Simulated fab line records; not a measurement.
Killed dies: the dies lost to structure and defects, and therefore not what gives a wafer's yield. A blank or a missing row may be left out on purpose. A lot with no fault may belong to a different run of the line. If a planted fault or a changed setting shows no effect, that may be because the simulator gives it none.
2 desks, one fault    flow ritCmos    each desk holds nothing but its own numbers, with what lay behind them at the end

## FOR THE TOOL OWNER'S DESK: lithoTrack-04
The tool's own readings at RIT_NWELL_DEVELOP_05 (develop time 68 s): means of the sampled wafers that have a number, for each lot that ran on this tool. Any lot whose mean is over 4 standard deviations away from the usual mean is out of limits and marked OUT; that distance is given in the brackets.
Columns: A = developerTempC at RIT_NWELL_DEVELOP_05, usual 22.99 C
lot   first seen here  A
L597  day 1 22:00      22.93
L600  day 2 12:00      23.03
L604  day 3 11:00      23.00
L605  day 3 15:00      22.97
L607  day 4 01:00      23.07
L609  day 4 09:00      23.03
L611  day 4 23:00      23.15
L612  day 5 01:00      22.83
Result from this desk: across the 8 lots, nothing is out of limits.

## FROM THE METROLOGY DESK
What the gauges read, lot by lot, whatever tool the lot ran on: means of the sampled wafers that have a number. Any lot whose mean is over 4 standard deviations away from the usual mean is out of limits and marked OUT; that distance is given in the brackets.
Columns: A = NWELL_TW at RIT_NWELL_TW_MEAS_10, usual 2131
lot   first seen here  A
L597  day 1 23:03      2122
L599  day 2 08:28      2137
L600  day 2 12:58      2138
L601  day 2 17:38      2139
L602  day 2 23:55      2113
L603  day 3 02:55      2134
L604  day 3 12:05      2139
L605  day 3 15:49      2138
L607  day 4 02:02      2145
L609  day 4 10:34      2047 (-6.5) OUT
L610  day 4 15:59      2108
L611  day 5 00:37      2055 (-5.8) OUT
L612  day 5 02:40      2073 (-4.5) OUT
L619  day 6 13:03      2131
L620  day 6 17:59      2132
This desk's finding: out of limits on L609, L611, L612; first on L609, day 4 10:34 (NWELL_TW at RIT_NWELL_TW_MEAS_10). L597, L599, L600, L601, L602, L603, L604, L605, L607, L610, L619, L620: within limits.

## PUT TOGETHER
An alarm was possible from the metrology desk at day 4 10:34, on L609, L611, L612.
Nothing out of limits was seen by the tool owner's desk.
On record at the tool owner's desk: L609, L611, L612, within its limits.
RIT_NWELL_DEVELOP_05 was run on lithoTrack-04 by each of the lots named.

## WHAT HAD BEEN PUT IN BY THE SIMULATOR
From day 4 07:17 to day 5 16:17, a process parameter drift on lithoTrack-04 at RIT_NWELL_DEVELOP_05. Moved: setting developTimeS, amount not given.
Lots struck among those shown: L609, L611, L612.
Delay in hours, fault start to first out-of-limits reading, per desk: metrology desk 3.
